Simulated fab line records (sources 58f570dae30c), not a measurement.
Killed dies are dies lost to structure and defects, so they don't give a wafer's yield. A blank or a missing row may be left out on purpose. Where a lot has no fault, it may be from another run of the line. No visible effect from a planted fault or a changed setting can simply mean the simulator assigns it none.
A single fault, viewed from 2 desks / flow berkeley_cmos170 / each desk has only its own numbers; what lay behind them comes last

== FOR THE TOOL OWNER'S DESK: implanter-03 ==
The tool's own readings at UCB170_PSD_IMPLANT_08: means of the sampled wafers that have a number, for each lot that ran on this tool. The brackets show how far a lot's mean lies from the usual mean; more than 4 standard deviations puts the lot out of limits, marked OUT.
Columns: A = dose_ions_cm2 at UCB170_PSD_IMPLANT_08, usual 3e+15; B = end_station_pressure_torr at UCB170_PSD_IMPLANT_08, usual 1.26e-05 Torr; C = faraday_current_uA at UCB170_PSD_IMPLANT_08, usual 9263
lot=L702; first seen here=day 8 09:20; A=3e+15; B=1.25e-05; C=9168
lot=L704; first seen here=day 8 16:12; A=3e+15; B=1.21e-05; C=9308
lot=L706; first seen here=day 8 23:32; A=3e+15; B=1.29e-05; C=9364
lot=L708; first seen here=day 9 16:20; A=3e+15; B=1.28e-05; C=9189
lot=L713; first seen here=day 10 14:00; A=3e+15; B=1.26e-05; C=9258
lot=L715; first seen here=day 10 14:35; A=4e+15 (+99 or more) OUT; B=1.48e-05; C=11135 (+11) OUT
lot=L716; first seen here=day 11 00:55; A=4e+15 (+99 or more) OUT; B=1.40e-05; C=11041 (+10) OUT
This desk's finding: out of limits on L715, L716; first on L715, day 10 14:35 (dose_ions_cm2 at UCB170_PSD_IMPLANT_08). In limits: L702, L704, L706, L708, L713.

== METROLOGY DESK ==
What the gauges read, lot by lot, whatever tool the lot ran on: means of the sampled wafers that have a number. The brackets show how far a lot's mean lies from the usual mean; more than 4 standard deviations puts the lot out of limits, marked OUT.
Columns: A = GATE_OXIDE_THK at UCB170_GATE_THK_MEAS_02, usual 6.62 nm; B = cd_nm at UCB170_GATE_CD_MEAS_12, usual 349.9 nm; C = PSD_TW at UCB170_PSD_TW_MEAS_10, usual 2323; D = NSD_OVL at UCB170_NSD_OVL_MEAS_07, usual -1 nm; E = PSD_RS at UCB170_SDANNEAL_RS_MEAS_02, usual 75.5 ohm/sq
lot=L702; first seen here=day 7 09:00; A=6.65; B=349.0; C=2322; D=5; E=75.7
lot=L704; first seen here=day 7 16:30; A=6.65; B=350.3; C=2324; D=-6; E=75.4
lot=L703; first seen here=day 7 16:31; A=6.55; B=349.1; C=2315; D=6; E=75.5
lot=L706; first seen here=day 8 02:13; A=6.44; B=350.6; C=2289; D=0; E=75.1
lot=L705; first seen here=day 8 02:15; A=6.86; B=349.2; C=2344; D=-6; E=75.6
lot=L707; first seen here=day 8 09:25; A=6.45; B=347.7; C=2308; D=3; E=75.6
lot=L708; first seen here=day 8 17:50; A=6.66; B=351.1; C=2306; D=1; E=75.2
lot=L709; first seen here=day 8 17:50; A=6.43; B=348.2; C=2302; D=-5; E=76.0
lot=L712; first seen here=day 9 03:14; A=6.82; B=350.2; C=2348; D=-0; E=75.0
lot=L713; first seen here=day 9 20:30; A=6.75; B=346.7; C=2344; D=-4; E=76.2
lot=L715; first seen here=day 9 20:31; A=6.65; B=349.6; C=2429 (+4.1) OUT; D=1; E=66.0 (-25) OUT
lot=L716; first seen here=day 10 00:52; A=6.66; B=348.5; C=2453 (+5.0) OUT; D=-7; E=65.8 (-26) OUT
lot=L719; first seen here=day 10 00:55; A=6.64; B=350.6; C=2346; D=2; E=75.5
lot=L722; first seen here=day 11 06:20; A=6.48; B=349.4; C=2343; D=-4; E=75.2
This desk's result: L715, L716 out of limits, first on L715 (PSD_TW at UCB170_PSD_TW_MEAS_10), day 10 14:49. In limits: L702, L704, L703, L706, L705, L707, L708, L709, L712, L713, L719, L722.

== TAKEN TOGETHER ==
An alarm could have come from the tool owner's desk at day 10 14:35, on L715, L716.
At day 10 14:49 the metrology desk could have sounded an alarm, on L715, L716.
UCB170_PSD_IMPLANT_08 was run on implanter-03 by each of the lots named.

== WHAT THE SIMULATOR HAD INSERTED ==
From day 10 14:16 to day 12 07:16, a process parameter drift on implanter-03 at UCB170_PSD_IMPLANT_08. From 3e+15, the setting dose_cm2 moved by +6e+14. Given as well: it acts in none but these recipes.
Struck lots among those shown: L715, L716.
Hours from the fault's start to each desk's first reading out of limits: the tool owner's desk, 0; the metrology desk, 1.
